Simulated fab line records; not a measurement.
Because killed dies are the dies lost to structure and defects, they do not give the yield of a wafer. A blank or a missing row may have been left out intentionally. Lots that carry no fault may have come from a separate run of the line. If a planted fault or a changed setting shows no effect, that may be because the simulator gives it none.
Split-lot experiment -- flow berkeley cmos170 -- on a route of 331 steps: 5 lots, 23 wafers read

== THE SPLIT ==
At UCB170_M1_SPUTTER_00 (material Al, target thk 600 nm, time 80 s), the setting power w was moved away from the recipe's 6000 W on 7 of the 23 wafers read, by -6.4% to +11.3%. All remaining wafers had this setting at the recipe value.

== SPLIT TO READING: what lies between them in the file, 1 step ==
- UCB170_M1_RS_MEAS_01: measures by four-point-probe

== THE READING ==
M1_AL_THK, in nm, at UCB170_M1_THK_MEAS_02 (measures by xrf). Typical for fault-free wafers on this fab line: 607 nm, with standard deviation 8.1 nm.

wafer,"tool, chamber at the split","power w as run, W",against the recipe,"M1_AL_THK, nm",against lot-mates on the recipe
L075.1,"pvd sputter-04, -",6000,recipe,617,-
L075.4,"pvd sputter-04, -",6000,recipe,613,-
L075.6,"pvd sputter-04, -",6000,recipe,624,-
L076.1,"pvd sputter-01, -",5615,-6.4%,568,-35
L076.2,"pvd sputter-01, -",6000,recipe,600,-
L076.3,"pvd sputter-01, -",5615,-6.4%,573,-30
L076.5,"pvd sputter-01, -",5615,-6.4%,565,-38
L076.6,"pvd sputter-01, -",6000,recipe,606,-
L077.1,"pvd sputter-02, -",6000,recipe,609,-
L077.3,"pvd sputter-02, -",6000,recipe,607,-
L077.4,"pvd sputter-02, -",6000,recipe,608,-
L077.5,"pvd sputter-02, -",6000,recipe,611,-
L077.6,"pvd sputter-02, -",6000,recipe,602,-
L084.1,"pvd sputter-01, -",5685,-5.2%,572,-35
L084.2,"pvd sputter-01, -",5685,-5.2%,579,-28
L084.3,"pvd sputter-01, -",6000,recipe,603,-
L084.4,"pvd sputter-01, -",6000,recipe,608,-
L084.6,"pvd sputter-01, -",6000,recipe,610,-
L083.1,"pvd sputter-02, -",6679,+11.3%,667,+63
L083.2,"pvd sputter-02, -",6000,recipe,600,-
L083.3,"pvd sputter-02, -",6000,recipe,601,-
L083.4,"pvd sputter-02, -",6000,recipe,610,-
L083.5,"pvd sputter-02, -",6679,+11.3%,674,+70

THE FIT
A straight line over all 23 wafers: M1_AL_THK changes by +5.77 nm for each +1% of power w; r = +0.98; the points scatter about the line by 5.9 nm.
The same after taking each lot's own level away (the mean of its wafers on the recipe; 23 wafers): +5.77 nm for each +1%; r = +0.99; scatter 3.9 nm.
Per that fit: largest power w move, reading shift of 65 nm.
The span of the lots' own levels, 603.0 to 618.0 nm, comes to 1.9 times the standard deviation stated above.
Consequently the slope shifts little with the lot-to-lot level, the two slopes agreeing.
Check: for one of the wafers moved furthest among these (+11.3%), held out of the fit, the line's prediction against its lot-mates is +66.9 nm. Against them it came out at +63.3 nm.

== FURTHER SPLITS ON THESE WAFERS ==
Note: prior to the reading, these wafers also went through further splits. Each is held against what the fit with the lots' levels taken away leaves over:
other split on the same wafers,wafers away from the commonest value,r with M1_AL_THK (lot level and that fit taken away)
UCB170_PSD_PEB_04 peb temp c,10,+0.18
UCB170_SDANNEAL_RTA_01 time s,5,-0.20
UCB170_SILICIDE_SPUTTER_01 time s,7,-0.07

== THE WHOLE CHAIN: every reading that the file lists as answering this split, in the file's order ==
step,what it does,reading,change (the file's fit),r (the file's)
UCB170_M1_SPUTTER_00,"material Al, target thk 600 nm, time 80 s","Al_of_M1_SPUTTER_00.thk nm (the simulator's own value, which no gauge read)",+5.66 nm for each +1% of the setting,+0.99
UCB170_M1_RS_MEAS_01,measures by four-point-probe,M1_AL_RS,-0.000446 for each +1% of the setting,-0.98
UCB170_M1_THK_MEAS_02,measures by xrf,M1_AL_THK,+5.78 for each +1% of the setting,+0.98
UCB170_V1_ETCH_14,"etches SiO2 in CHF3/CF4/Ar, stops on Al, target depth 1250 nm, time 291 s","Al_of_M1_SPUTTER_00.thk nm (the simulator's own value, which no gauge read)",+5.75 nm for each +1% of the setting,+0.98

== THE FILE'S OWN FIT ==
M1_AL_THK changes by +5.78 nm for each +1% of power w, r = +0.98.
